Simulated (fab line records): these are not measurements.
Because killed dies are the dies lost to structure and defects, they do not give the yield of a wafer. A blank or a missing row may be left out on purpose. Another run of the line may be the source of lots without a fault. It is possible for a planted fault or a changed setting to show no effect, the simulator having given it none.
A struck lot beside a sound one | flow berkeley cmos170 | 23 out of 331 route steps
Sound: the wafers L949.4, L949.5, L949.6. Wafers struck: L968.2, L968.3, L968.5. Last of all comes the cause.
Order at every step that has rows: each side's tool, ch and its chambers, its first start. Under that, the readings that differ: sound wafers | struck wafers | difference of the means | sigmas: that difference in standard deviations of wafers without a fault.
alike: readings with means less than 2 such deviations apart, plus words and numbers identical on both sides. not compared: withheld readings, readings lacking a value on some wafer, bounds such as >300 that could conceal the same value, and numbers that have no deviation in the record and whose values overlap.
A row with sigmas, a row that says differs or no value, or rows on one side alone: a step with any of these is where the two part. When numbers do not overlap yet have no deviation, they are printed without sigmas and do not part them. Lack of a reading on every wafer of one side parts them only where that side has two or more wafers.

UCB170_V1_STRIP_15: strips in O2.
  sound on plasma asher-02 ch 0,1, day 7 22:11; struck on plasma asher-02 ch 0,1, day 12 05:07
  alike: chamber pressure mTorr, drypump motor current A, oes product au, strip time to endpoint s
  not compared: rf hours counter h
UCB170_V1_CD_MEAS_90: the cd target is 700 nm.
  sound on cd sem-01, day 7 22:19; struck on cd sem-02, day 12 05:14
  alike: cd nm
then, 1 step without rows for these wafers: UCB170_M2_PRE_CLEAN_00 (preclean etch time 60 s).
UCB170_M2_SPUTTER_01: material Al, target thk 900 nm, time 120 s.
  sound on pvd sputter-02, day 7 22:26; struck on pvd sputter-01, day 12 05:24
  alike: throttle valve pct
UCB170_M2_RS_MEAS_02: uses a four-point probe to measure.
  sound on film metro-02, day 7 22:35; struck on film metro-02, day 12 05:30
  alike: M2_AL_RS
UCB170_M2_THK_MEAS_03: measures by xrf.
  sound on film metro-02, day 7 22:40; struck on film metro-02, day 12 05:37
  alike: M2_AL_THK
then, 3 steps without rows for these wafers: UCB170_M2_HMDS_04 (prime time 60 s); UCB170_M2_COAT_05 (resist thk 900 nm); UCB170_M2_SOFTBAKE_06 (time 60 s).
UCB170_M2_STRIP_07: strips in O2.
  sound on plasma asher-01 ch 0,1, day 7 23:56; struck on plasma asher-01 ch 0,1, day 12 06:07
  alike: chamber pressure mTorr, drypump motor current A, oes product au, strip time to endpoint s
  not compared: rf hours counter h
then, 2 steps without rows for these wafers: UCB170_M2_STRIP_08 (strips KrF in DMSO, time 600 s); UCB170_M2_COAT_09.
UCB170_M2_COAT_10: resist thk 900 nm.
  sound on litho track-03 ch 0, day 8 00:00; struck on litho track-01 ch 0, day 12 06:00
  reading                             | sound                | struck               | difference | sigmas
  spin speed rpm (rpm)                | 1499.9 1500.0 1500.3 | 1633.6 1635.5 1633.6 | +134.2     | +99 or more
  model.KrF_of_M2_COAT_10.thk nm (nm) | 901.3 903.8 900.8    | 861.2 863.7 864.8    | -38.7      |
then, 4 steps without rows for these wafers: UCB170_M2_SOFTBAKE_11 (time 60 s); UCB170_M2_EXPOSE_12 (exposes mask METAL2, target cd 700 nm); UCB170_M2_PEB_13; UCB170_M2_DEVELOP_14 (develop time 45 s).
UCB170_M2_CD_MEAS_15: the cd target is 700 nm.
  sound on cd sem-02, day 8 01:12; struck on cd sem-01, day 12 07:32
  alike: cd nm
UCB170_M2_OVL_MEAS_16:
  sound on overlay-02, day 8 01:17; struck on overlay-02, day 12 07:38
  alike: M2_OVL
UCB170_M2_ETCH_17: etches BARC in N2/H2.
  sound on rie diel-03 ch 2,3, day 8 01:18; struck on rie diel-02 ch 2,3, day 12 07:40
  alike: chamber pressure mTorr, drypump motor current A, n2 flow sccm, oes product au, throttle valve pct
UCB170_M2_METAL_ETCH_18: etches Al in Cl2/BCl3, stops on SiO2, target depth 1170 nm, time 195 s.
  sound on rie metal-02 ch 0,1, day 8 01:24; struck on rie metal-01 ch 0, day 12 07:47
  reading                             | sound       | struck            | difference | sigmas
  model.KrF_of_M2_COAT_10.thk nm (nm) | 220 228 219 | 179.2 177.5 171.2 | -46.4      |
  alike: chamber pressure mTorr, drypump motor current A, oes product au, throttle valve pct
  not compared: rf hours counter h
UCB170_M2_STRIP_19: strips in O2.
  sound on plasma asher-02 ch 0,1, day 8 01:34; struck on plasma asher-01 ch 0,1, day 12 08:05
  reading               | sound             | struck            | difference | sigmas
  oes product au (a.u.) | 0.556 0.560 0.545 | 0.514 0.511 0.498 | -0.046     | -5
  alike: chamber pressure mTorr, drypump motor current A
  not compared: rf hours counter h
UCB170_M2_CD_MEAS_90: the cd target is 700 nm.
  sound on cd sem-02, day 8 01:41; struck on cd sem-01, day 12 08:13
  alike: cd nm

WHERE THEY PART
Earliest at UCB170_M2_COAT_10; latest, in this record, at UCB170_M2_STRIP_19. Later steps at which nothing parts them and some readings are alike: UCB170_M2_CD_MEAS_90.

WHY: whatever the simulator had introduced
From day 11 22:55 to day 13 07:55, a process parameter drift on litho track-01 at UCB170_M2_COAT_10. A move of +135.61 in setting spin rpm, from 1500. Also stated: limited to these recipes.
